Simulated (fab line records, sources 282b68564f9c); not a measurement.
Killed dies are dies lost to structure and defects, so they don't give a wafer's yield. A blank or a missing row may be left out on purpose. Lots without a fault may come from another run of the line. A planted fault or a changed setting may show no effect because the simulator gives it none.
Split-lot experiment | flow rit_cmos | 5 lots, 23 wafers read, on a route of 202 steps

THE SPLIT
At RIT_PWELL_COAT_01 (resist thk 1300 nm), the setting resist_thk_nm was moved away from the recipe's 1300 nm on 10 of the 23 wafers read, by -2.2% to +5.5%. The other wafers ran this setting at the recipe's value.

FROM THE SPLIT TO THE READING: what the file shows between them, 3 steps
- RIT_PWELL_SOFTBAKE_02: time 60 s
- RIT_PWELL_EXPOSE_03: exposes mask M3, target cd 43700 nm
- RIT_PWELL_DEVELOP_05: develop time 68 s

THE READING
NOVOLAK_of_PWELL_COAT_01.thk_nm (the simulator's own value, which no gauge read), in nm, at RIT_PWELL_HARDBAKE_07 (time 120 s). The file gives no usual value for it. The 13 wafers here that ran the recipe average 1137 nm, standard deviation 3.6 nm.

wafer  | tool, chamber at the split | resist_thk_nm as run, nm | against the recipe | NOVOLAK_of_PWELL_COAT_01.thk_nm, nm | against lot-mates on the recipe
L080.2 | litho_track-02, 0          | 1300                     | recipe             | 1140                                | -
L080.3 | litho_track-02, 0          | 1372                     | +5.5%              | 1202                                | +62
L080.4 | litho_track-02, 0          | 1300                     | recipe             | 1139                                | -
L080.5 | litho_track-02, 0          | 1300                     | recipe             | 1141                                | -
L080.6 | litho_track-02, 0          | 1372                     | +5.5%              | 1206                                | +66
L081.1 | litho_track-03, 0          | 1300                     | recipe             | 1140                                | -
L081.2 | litho_track-03, 0          | 1280                     | -1.5%              | 1120                                | -19
L081.3 | litho_track-03, 0          | 1280                     | -1.5%              | 1119                                | -20
L081.5 | litho_track-03, 0          | 1300                     | recipe             | 1138                                | -
L081.6 | litho_track-03, 0          | 1280                     | -1.5%              | 1122                                | -17
L082.1 | litho_track-01, 0          | 1271                     | -2.2%              | 1116                                | -23
L082.3 | litho_track-01, 0          | 1271                     | -2.2%              | 1115                                | -24
L082.4 | litho_track-01, 0          | 1300                     | recipe             | 1140                                | -
L082.5 | litho_track-01, 0          | 1300                     | recipe             | 1138                                | -
L082.6 | litho_track-01, 0          | 1271                     | -2.2%              | 1113                                | -26
L083.1 | litho_track-02, 0          | 1300                     | recipe             | 1138                                | -
L083.3 | litho_track-02, 0          | 1300                     | recipe             | 1139                                | -
L083.5 | litho_track-02, 0          | 1300                     | recipe             | 1133                                | -
L085.1 | litho_track-03, 0          | 1330                     | +2.3%              | 1157                                | +26
L085.2 | litho_track-03, 0          | 1330                     | +2.3%              | 1158                                | +27
L085.3 | litho_track-03, 0          | 1300                     | recipe             | 1131                                | -
L085.5 | litho_track-03, 0          | 1300                     | recipe             | 1130                                | -
L085.6 | litho_track-03, 0          | 1300                     | recipe             | 1133                                | -

THE FIT
A straight line over all 23 wafers: NOVOLAK_of_PWELL_COAT_01.thk_nm changes by +11.3 nm for each +1% of resist_thk_nm; r = +0.99; the points scatter about the line by 3.9 nm.
The same after taking each lot's own level away (the mean of its wafers on the recipe; 23 wafers): +11.5 nm for each +1%; r = +1.00; scatter 1.7 nm.
On that fit, the largest move of resist_thk_nm shifts the reading by 64 nm.
The lots' own levels span 1131.3 to 1140.0 nm, that is 2.4 times the standard deviation above.
So the lot-to-lot level changes the slope little: the two slopes agree.
Check: with one of the wafers moved furthest among these (+5.5%) left out of the fit, the line predicts +64.4 nm for it against its lot-mates. It came out at +62 nm against them.

OTHER SPLITS ON THESE WAFERS
These wafers also went through other splits before the reading. Each is held against what the fit with the lots' levels taken away leaves over:
other split on the same wafers     | wafers away from the commonest value | r with NOVOLAK_of_PWELL_COAT_01.thk_nm (lot level and that fit taken away)
RIT_ACTIVE_OXIDATION_01 ox_time_s  | 10                                   | +0.08
RIT_ACTIVE_COAT_06 resist_thk_nm   | 7                                    | -0.11
RIT_ACTIVE_STRIP_14 pressure_mtorr | 18                                   | +0.04

THE WHOLE CHAIN: every reading that the file lists as answering this split, in the file's order
step                  | what it does       | reading                                                                          | change (the file's fit)              | r (the file's)
RIT_PWELL_COAT_01     | resist thk 1300 nm | NOVOLAK_of_PWELL_COAT_01.thk_nm (the simulator's own value, which no gauge read) | +13.4 nm for each +1% of the setting | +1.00
RIT_PWELL_HARDBAKE_07 | time 120 s         | NOVOLAK_of_PWELL_COAT_01.thk_nm (the simulator's own value, which no gauge read) | +11.5 nm for each +1% of the setting | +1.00

THE FILE'S OWN FIT
NOVOLAK_of_PWELL_COAT_01.thk_nm changes by +11.5 nm for each +1% of resist_thk_nm, r = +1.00.
